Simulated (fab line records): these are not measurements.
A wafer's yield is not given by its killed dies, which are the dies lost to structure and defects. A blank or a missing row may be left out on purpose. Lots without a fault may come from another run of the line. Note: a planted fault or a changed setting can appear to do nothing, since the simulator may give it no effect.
A struck lot beside a sound one ; flow rit cmos ; 16 out of 202 route steps
Sound: the wafers L111.1, L111.3, L111.4. Wafers struck: L124.2, L124.3, L124.4. The cause is named last.
For every step that has rows: the tool of each side, followed by ch and its chambers, followed by its first start. Under that, the readings that differ: sound wafers ; struck wafers ; difference of the means ; sigmas: that difference in standard deviations of wafers without a fault.
alike: words and numbers the same on both sides, and readings whose means are apart by under 2 such deviations; not compared: readings that were withheld, readings missing a value for some wafer, numbers with overlapping values and no deviation given by the record, and bounds like >300 which may hide the same value.
A row with sigmas, a row that says differs or no value, or rows on one side alone: a step with any of these is where the two part. Numbers that don't overlap but have no deviation are shown without sigmas and don't part them. A reading that every wafer of one side lacks parts them only if that side has two wafers or more.

RIT_CONTACT_STRIP_12: strips in O2, time 180 s.
  sound on plasma asher-01 ch 0,1, day 4 00:52; struck on plasma asher-04 ch 0,1, day 6 17:48
  alike: drypump motor current A, o2 flow sccm
  not compared: rf hours counter h
RIT_CONTACT_CD_MEAS_90: the cd target is 1000 nm.
  sound on cd sem-02 at day 4 01:02; struck on cd sem-01 at day 6 18:00
  alike: cd nm
then, 2 steps without rows for these wafers: RIT_CONTACT_CLEAN_13 (cleans in SC1, time 600 s); RIT_CONTACT_CLEAN_14 (cleans in SC2, time 600 s).
RIT_M1_SPUTTER_00: material Al, target thk 400 nm, time 500 s.
  sound on pvd sputter-03 at day 4 01:32; struck on pvd sputter-02 at day 6 18:27
  alike: chamber pressure pa, throttle valve pct
RIT_M1_RS_MEAS_01: uses a four-point probe to measure.
  sound on film metro-03 at day 4 01:50; struck on film metro-03 at day 6 18:46
  alike: M1_AL_RS
RIT_M1_THK_MEAS_02: measures by xrf.
  sound on film metro-03 at day 4 01:58; struck on film metro-03 at day 6 18:52
  alike: M1_AL_THK
then, 5 steps without rows for these wafers: RIT_M1_HMDS_03 (prime time 60 s); RIT_M1_COAT_04 (resist thk 1300 nm); RIT_M1_SOFTBAKE_05 (time 60 s); RIT_M1_EXPOSE_06 (exposes mask M12, target cd 2600 nm); RIT_M1_PEB_07.
RIT_M1_DEVELOP_08: develop time 68 s.
  sound on litho track-04 ch 0, day 4 02:00; struck on litho track-03 ch 0, day 6 19:00
reading;sound;struck;difference;sigmas
developer temp C (C);23.10 23.06 23.06;25.44 25.26 25.29;+2.26;+19
  alike: chill plate temp C
RIT_M1_CD_MEAS_09: the cd target is 2600 nm.
  sound on cd sem-01 at day 4 02:54; struck on cd sem-02 at day 6 19:56
reading;sound;struck;difference;sigmas
cd nm (nm);2594.9 2595.5 2593.2;2607.6 2607.0 2606.2;+12.4;+5
RIT_M1_OVL_MEAS_10:
  sound on overlay-01 at day 4 03:01; struck on overlay-02 at day 6 20:03
  alike: M1_OVL
RIT_M1_PROBE_99:
  sound on prober-01 at day 4 06:13; struck on prober-02 at day 6 22:41
  alike: defect limited yield, killed_at_M0_to_M3, killed at contacts, killed at front end, killed dies, killed open, killed short, sort_bin_3_pad_short, sort_bin_5_function, sort_bin_6_memory, sort n pass, sort yield pct

## WHERE THEY PART
Last at RIT_M1_CD_MEAS_09 as far as this record goes, first at RIT_M1_DEVELOP_08. Later steps at which nothing parts them and some readings are alike: RIT_M1_OVL_MEAS_10, RIT_M1_PROBE_99.

WHY: what the simulator had put in
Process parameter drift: litho track-03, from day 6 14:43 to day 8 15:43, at RIT_M1_DEVELOP_08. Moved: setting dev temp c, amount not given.
